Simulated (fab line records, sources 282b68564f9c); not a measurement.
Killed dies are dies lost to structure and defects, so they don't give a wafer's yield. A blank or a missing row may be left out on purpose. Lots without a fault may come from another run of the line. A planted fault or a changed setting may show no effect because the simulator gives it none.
A struck lot beside a sound one | flow rit_cmos | 33 steps out of a route of 202
Sound: wafers L908.2, L908.5, L908.6. Struck: wafers L920.1, L920.4, L920.6. The cause comes at the end.
At each step with rows: each side's tool, then ch and its chambers, then its first start. Under that, the readings that differ: sound wafers | struck wafers | difference of the means | sigmas: that difference in standard deviations of wafers without a fault.
alike: readings whose means differ by less than 2 such deviations, and words and numbers that are the same on both sides. not compared: withheld readings, readings that some wafer has no value for, bounds like >300 that may hide the same value, and numbers for which the record gives no deviation and whose values overlap.
The two part at a step that has a row with sigmas, a row that says differs or no value, or rows on one side only. Numbers that don't overlap but have no deviation are shown without sigmas and don't part them. A reading that every wafer of one side lacks parts them only if that side has two wafers or more.

first, 2 steps without rows for these wafers: RIT_SPACER_CLEAN_02 (cleans in SC2, time 600 s); RIT_SPACER_CVD_03 (deposits Si3N4 from SiH2Cl2/NH3, target thk 250 nm, time 3300 s).
RIT_SPACER_THK_MEAS_04:
  sound on film_metro-04, day 3 14:04; struck on film_metro-03, day 6 06:56
  alike: SPACER_NITRIDE_THK
RIT_SPACER_ETCHBACK_05: etches Si3N4 in SF6/CHF3, stops on SiO2, target depth 250 nm, time 240 s.
  sound on rie_diel-03 ch 1,2,3, day 3 14:07; struck on rie_diel-03 ch 0,3, day 6 07:00
  alike: drypump_motor_current_A, oes_product_au, rf_fwd_power_W, throttle_valve_pct
  not compared: rf_hours_counter_h
then, 6 steps without rows for these wafers: RIT_NSD_HMDS_00 (prime time 60 s); RIT_NSD_COAT_01 (resist thk 1000 nm); RIT_NSD_SOFTBAKE_02 (time 60 s); RIT_NSD_EXPOSE_03 (exposes mask M9, target cd 40700 nm); RIT_NSD_PEB_04; RIT_NSD_DEVELOP_05 (develop time 50 s).
RIT_NSD_OVL_MEAS_06:
  sound on overlay-02, day 3 15:14; struck on overlay-02, day 6 08:00
  alike: NSD_OVL
then, 1 step without rows for these wafers: RIT_NSD_HARDBAKE_07 (time 60 s).
RIT_NSD_IMPLANT_08:
  sound on implanter-01 ch 0, day 3 15:27; struck on implanter-01 ch 0, day 6 08:11
  reading                   | sound                | struck               | difference | sigmas
  beam_energy_keV           | 24.999 25.008 25.003 | 32.504 32.510 32.507 | +7.504     | +99 or more
  model.implant.rp_nm (nm)  | 32.21 32.21 32.21    | 39.53 39.53 39.53    | +7.32      |
  model.implant.drp_nm (nm) | 14.84 14.84 14.84    | 17.72 17.72 17.72    | +2.88      |
RIT_NSD_STRIP_09: strips in O2, time 180 s.
  sound on plasma_asher-04 ch 0,1, day 3 15:34; struck on plasma_asher-02 ch 0,1, day 6 08:20
  alike: drypump_motor_current_A, o2_flow_sccm
  not compared: rf_hours_counter_h
RIT_NSD_TW_MEAS_10:
  sound on film_metro-02, day 3 15:46; struck on film_metro-01, day 6 08:31
  reading | sound          | struck         | difference | sigmas
  NSD_TW  | 3158 3174 3172 | 3332 3310 3328 | +155       | +6
then, 6 steps without rows for these wafers: RIT_PSD_HMDS_00 (prime time 60 s); RIT_PSD_COAT_01 (resist thk 1000 nm); RIT_PSD_SOFTBAKE_02 (time 60 s); RIT_PSD_EXPOSE_03 (exposes mask M10, target cd 40900 nm); RIT_PSD_PEB_04; RIT_PSD_DEVELOP_05 (develop time 50 s).
RIT_PSD_OVL_MEAS_06:
  sound on overlay-01, day 3 16:47; struck on overlay-01, day 6 09:25
  alike: PSD_OVL
then, 2 steps without rows for these wafers: RIT_PSD_HARDBAKE_07 (time 60 s); RIT_PSD_IMPLANT_08.
RIT_PSD_STRIP_09: strips in O2, time 180 s.
  sound on plasma_asher-03 ch 0,1, day 3 17:07; struck on plasma_asher-03 ch 0, day 6 09:46
  alike: drypump_motor_current_A, o2_flow_sccm
  not compared: rf_hours_counter_h
RIT_PSD_TW_MEAS_10:
  sound on film_metro-01, day 3 17:19; struck on film_metro-02, day 6 09:56
  alike: PSD_TW
then, 3 steps without rows for these wafers: RIT_SDANNEAL_CLEAN_00 (cleans in SC1, time 600 s); RIT_SDANNEAL_CLEAN_01 (cleans in dHF, time 30 s); RIT_SDANNEAL_CLEAN_02 (cleans in SC2, time 600 s).
RIT_SDANNEAL_RTA_03: time 5 s.
  sound on rtp_anneal-02 ch 0, day 3 17:45; struck on rtp_anneal-01 ch 0, day 6 10:22
  alike: wafer_temp_C_max
RIT_SDANNEAL_RS_MEAS_04: measures by four-point-probe.
  sound on film_metro-01, day 3 17:49; struck on film_metro-01, day 6 10:25
  alike: PSD_RS
RIT_SDANNEAL_RS_MEAS_05: measures by four-point-probe.
  sound on film_metro-01, day 3 17:56; struck on film_metro-01, day 6 10:32
  reading         | sound             | struck            | difference | sigmas
  NSD_RS (ohm/sq) | 84.73 84.65 84.71 | 81.66 82.05 81.87 | -2.84      | -11
RIT_SDANNEAL_RS_MEAS_06: measures by four-point-probe.
  sound on film_metro-01, day 3 18:04; struck on film_metro-01, day 6 10:40
  alike: PLDD_RS

WHERE THEY PART
First at RIT_NSD_IMPLANT_08; last, within this record, at RIT_SDANNEAL_RS_MEAS_05. Later steps at which nothing parts them and some readings are alike: RIT_SDANNEAL_RS_MEAS_06.

WHY: what the simulator had put in
Process parameter drift: implanter-01, from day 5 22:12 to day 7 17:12, at RIT_NSD_IMPLANT_08. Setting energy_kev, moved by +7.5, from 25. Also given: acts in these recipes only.
